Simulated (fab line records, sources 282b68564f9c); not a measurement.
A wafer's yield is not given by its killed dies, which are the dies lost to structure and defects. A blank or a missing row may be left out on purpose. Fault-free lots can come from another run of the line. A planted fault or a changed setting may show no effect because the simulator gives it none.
Tool commonality check    flow ritCmos    Sampled: 14 lots, 48 wafers

THE REASON FOR OPENING IT
2 of 14 lots carry a flag on the reading PSD_RS at RIT_SDANNEAL_RS_MEAS_04. Fault-free wafers read 115.9 ohm/sq, with a standard deviation of 0.32.
Rule: a lot gets a flag if all its wafers with a number sit over 4 standard deviations from that mean, or if no wafer of it has a number. The rest of the lots are taken to be sound.

lot   measured     on            PSD_RS (ohm/sq), wafer by wafer      flag
L590  day 3 07:44  filmMetro-01  115.8 116.0 115.6                    
L591  day 3 13:35  filmMetro-01  116.3 116.4 116.3                    
L592  day 3 21:08  filmMetro-02  116.4 116.1 116.1                    
L593  day 4 01:53  filmMetro-03  115.7 115.9 116.0                    
L595  day 4 08:40  filmMetro-01  115.9 116.1 115.9                    
L597  day 4 14:32  filmMetro-02  115.5 115.8 115.6                    
L599  day 5 03:00  filmMetro-03  112.1 112.1 112.0 112.2 111.8 112.1  FLAGGED
L600  day 5 04:29  filmMetro-01  112.0 111.9 112.1 112.3 111.9 112.0  FLAGGED
L603  day 5 20:12  filmMetro-01  115.8 115.5 115.5                    
L608  day 6 20:45  filmMetro-02  115.8 115.3 115.9                    
L610  day 7 06:01  filmMetro-01  115.5 115.6 115.6                    
L611  day 7 09:37  filmMetro-02  115.7 115.6 115.7                    
L612  day 7 15:21  filmMetro-03  116.3 116.0 116.2                    
L613  day 7 20:16  filmMetro-02  116.0 115.9 116.3                    
On average the flagged lots' numbers are 112.0 ohm/sq, which is -3.9 ohm/sq against the usual, or -12 standard deviations.

WHICH TOOL RAN EACH LOT
The record holds 1 process step before the reading, out of a route of 202 steps. Read each cell as the tool, then ch plus the chambers that the sampled wafers visited, then the start.
lot   flag     RIT_PSD_IMPLANT_08
L590           implanter-01 ch 0, day 3 06:53
L591           implanter-03 ch 0, day 3 12:47
L592           implanter-01 ch 0, day 3 20:18
L593           implanter-02 ch 0, day 4 00:54
L595           implanter-02 ch 0, day 4 07:52
L597           implanter-02 ch 0, day 4 13:41
L599  FLAGGED  implanter-02 ch 0, day 5 02:08
L600  FLAGGED  implanter-02 ch 0, day 5 03:39
L603           implanter-01 ch 0, day 5 19:23
L608           implanter-03 ch 0, day 6 19:56
L610           implanter-01 ch 0, day 7 05:13
L611           implanter-03 ch 0, day 7 08:48
L612           implanter-01 ch 0, day 7 14:33
L613           implanter-01 ch 0, day 7 19:24
What is done by these steps:
- RIT_PSD_IMPLANT_08
- RIT_SDANNEAL_RS_MEAS_04: measures by four-point-probe.

FLAGGED OVER TOTAL, TOOL BY TOOL (the gauges that took the reading come last)
step                     tool          lots run  flagged  share of the flagged lots  sound lots run after its first flagged lot
RIT_PSD_IMPLANT_08       implanter-01  6         0        none                       -
RIT_PSD_IMPLANT_08       implanter-02  5         2        all                        0
RIT_PSD_IMPLANT_08       implanter-03  3         0        none                       -
RIT_SDANNEAL_RS_MEAS_04  filmMetro-01  6         1        some                       2 (L603,L610)
RIT_SDANNEAL_RS_MEAS_04  filmMetro-02  5         0        none                       -
RIT_SDANNEAL_RS_MEAS_04  filmMetro-03  3         1        some                       1 (L612)

WHAT IS ALLOWED BY THE TABLE
Rows of the table that ran each flagged lot: 1, that is implanter-02 at RIT_PSD_IMPLANT_08.
- implanter-02 at RIT_PSD_IMPLANT_08: 2 of its 5 lots flagged. It ran its last sound lot, L597, at day 4 13:41 and its first flagged lot, L599, at day 5 02:08: a fault with its onset between the two fits. Its own readings (beamOnS, doseIonsCm2) fall more than 4 standard deviations out on all wafers of the flagged lots.
What remains is a single tool, implanter-02 at RIT_PSD_IMPLANT_08.

WHAT THE SIMULATOR PUT IN
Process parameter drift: implanter-02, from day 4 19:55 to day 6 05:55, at RIT_PSD_IMPLANT_08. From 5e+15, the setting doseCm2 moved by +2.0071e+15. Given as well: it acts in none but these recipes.
Shown lots that were struck: L599, L600. The rule above found the same.
